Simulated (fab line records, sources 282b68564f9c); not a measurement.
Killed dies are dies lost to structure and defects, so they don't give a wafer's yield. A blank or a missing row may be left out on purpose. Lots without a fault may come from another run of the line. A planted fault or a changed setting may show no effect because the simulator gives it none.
Which tool did it? | flow rit_cmos | 14 lots, 42 wafers sampled, at 3 steps of a route of 202

WHAT THE GAUGES READ, wafer by wafer
RIT_SILICIDE_RS_MEAS_02: measures by four-point-probe.
lot  | measured    | on            | SILICIDE_TI_RS (ohm/sq)
L106 | day 3 22:42 | film_metro-01 | 49.3 48.5 48.7
L108 | day 4 10:31 | film_metro-01 | 47.3 47.7 47.7
L111 | day 4 15:24 | film_metro-03 | 46.9 47.4 47.6
L114 | day 5 03:11 | film_metro-01 | 48.7 48.3 49.2
L115 | day 5 05:44 | film_metro-03 | 49.1 49.8 49.9
L116 | day 5 11:21 | film_metro-02 | 47.6 47.3 47.4
L117 | day 5 15:55 | film_metro-02 | 47.2 47.5 47.2
L118 | day 5 20:11 | film_metro-03 | 47.9 47.5 47.3
L120 | day 6 08:22 | film_metro-02 | 48.3 47.6 48.4
L123 | day 6 23:25 | film_metro-01 | 47.3 47.2 51.6 47.9 47.6 52.2
L124 | day 7 03:17 | film_metro-01 | 48.8 48.2 48.0
L125 | day 7 08:40 | film_metro-01 | 47.6 47.2 53.1 48.1 47.6 53.4
L127 | day 7 21:30 | film_metro-01 | 49.4 48.2 48.3
L129 | day 8 01:59 | film_metro-02 | 48.2 48.4 48.2

RIT_SILICIDE_THK_MEAS_03: measures by xrf.
lot  | measured    | on            | SILICIDE_TI_THK (nm)
L106 | day 3 22:48 | film_metro-01 | 29.4 29.7 29.6
L108 | day 4 10:37 | film_metro-01 | 30.2 30.4 30.2
L111 | day 4 15:31 | film_metro-03 | 30.6 30.5 30.3
L114 | day 5 03:18 | film_metro-01 | 29.6 29.7 29.3
L115 | day 5 05:50 | film_metro-03 | 29.3 29.2 29.1
L116 | day 5 11:28 | film_metro-02 | 30.1 30.1 30.0
L117 | day 5 16:01 | film_metro-02 | 30.3 30.1 30.3
L118 | day 5 20:17 | film_metro-03 | 29.8 30.1 30.3
L120 | day 6 08:28 | film_metro-02 | 29.7 30.1 29.6
L123 | day 7 02:25 | film_metro-01 | 30.3 30.4 28.3 30.3 30.4 28.3
L124 | day 7 03:25 | film_metro-01 | 29.7 29.9 29.9
L125 | day 7 10:52 | film_metro-01 | 30.2 30.4 27.7 30.2 30.4 27.7
L127 | day 7 21:37 | film_metro-01 | 29.3 29.9 29.9
L129 | day 8 02:05 | film_metro-02 | 29.8 29.6 29.7

WHICH TOOL RAN EACH LOT (tool, then ch and the chambers of the sampled wafers, then the start)
lot  | RIT_SILICIDE_SPUTTER_01
L106 | pvd_sputter-02, day 3 22:31
L108 | pvd_sputter-04, day 4 10:20
L111 | pvd_sputter-04, day 4 15:15
L114 | pvd_sputter-04, day 5 03:02
L115 | pvd_sputter-01, day 5 05:33
L116 | pvd_sputter-04, day 5 11:11
L117 | pvd_sputter-01, day 5 15:44
L118 | pvd_sputter-04, day 5 19:59
L120 | pvd_sputter-04, day 6 08:11
L123 | pvd_sputter-04, day 6 23:16
L124 | pvd_sputter-01, day 7 03:08
L125 | pvd_sputter-04, day 7 08:30
L127 | pvd_sputter-01, day 7 21:21
L129 | pvd_sputter-01, day 8 01:49
- RIT_SILICIDE_SPUTTER_01: material Ti, target thk 30 nm, time 240 s.

WHAT THE TOOLS THEMSELVES READ (means of the sampled wafers that have a number; where no wafer has one, the mark that the record gives instead)
RIT_SILICIDE_SPUTTER_01.
lot  | tool           | cathode_dc_power_W (W) | throttle_valve_pct (%)
L106 | pvd_sputter-02 | 349.95                 | 30.7
L108 | pvd_sputter-04 | 349.94                 | 31.2
L111 | pvd_sputter-04 | 350.00                 | 31.2
L114 | pvd_sputter-04 | 349.99                 | 30.3
L115 | pvd_sputter-01 | 350.05                 | 29.3
L116 | pvd_sputter-04 | 349.98                 | 30.6
L117 | pvd_sputter-01 | 350.02                 | 29.0
L118 | pvd_sputter-04 | 349.95                 | 30.7
L120 | pvd_sputter-04 | 349.99                 | 31.1
L123 | pvd_sputter-04 | 342.48                 | 31.1
L124 | pvd_sputter-01 | 350.07                 | 28.8
L125 | pvd_sputter-04 | 342.44                 | 30.7
L127 | pvd_sputter-01 | 349.99                 | 29.2
L129 | pvd_sputter-01 | 349.99                 | 28.9

THE ANSWER, worked out from the rows above alone
Rule: what is usual is taken from the lots themselves. Put in order of their means at a reading, lots are off if they are a third of the lots or fewer, leave a main group of 4 or more, and stand apart from it by a gap of 3 or more times the standard deviation of the main group's means; of several such gaps the widest counts. A main group whose means are all the same, to the digits that the tables above print for the reading, isn't used. A lot without any number at a reading at which 4 lots or more have one is off too. The other lots that the step has rows for count as sound. The gauges are gone through in route order, then the tools' own readings, and for those a lot's mean is taken as printed above. The first step at which some lot is off is used, and at that step the reading that is off furthest; a lot without a number counts as furthest.
Off: L123, L125, at RIT_SILICIDE_SPUTTER_01 (cathode_dc_power_W). The main group: mean 349.99 W, standard deviation 0.037.
A tool fits if, at that step or a process step before it, it ran every lot that is off, and no sound lot after the first of them. One fits: pvd_sputter-04 at RIT_SILICIDE_SPUTTER_01. Its last sound lot is L120 (day 6 08:11), its first lot that is off L123 (day 6 23:16): a fault that began between those two fits.
The tool's own readings at RIT_SILICIDE_SPUTTER_01 bear it out: on the lots that are off they differ by more than 5 times the standard deviation of the sound lots' means. cathode_dc_power_W reads 342.46 W there against 349.99 W on the sound lots.

WHAT THE SIMULATOR HAD PUT IN
Process parameter drift: pvd_sputter-04, from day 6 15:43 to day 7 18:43, at RIT_SILICIDE_SPUTTER_01. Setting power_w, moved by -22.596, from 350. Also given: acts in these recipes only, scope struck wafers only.
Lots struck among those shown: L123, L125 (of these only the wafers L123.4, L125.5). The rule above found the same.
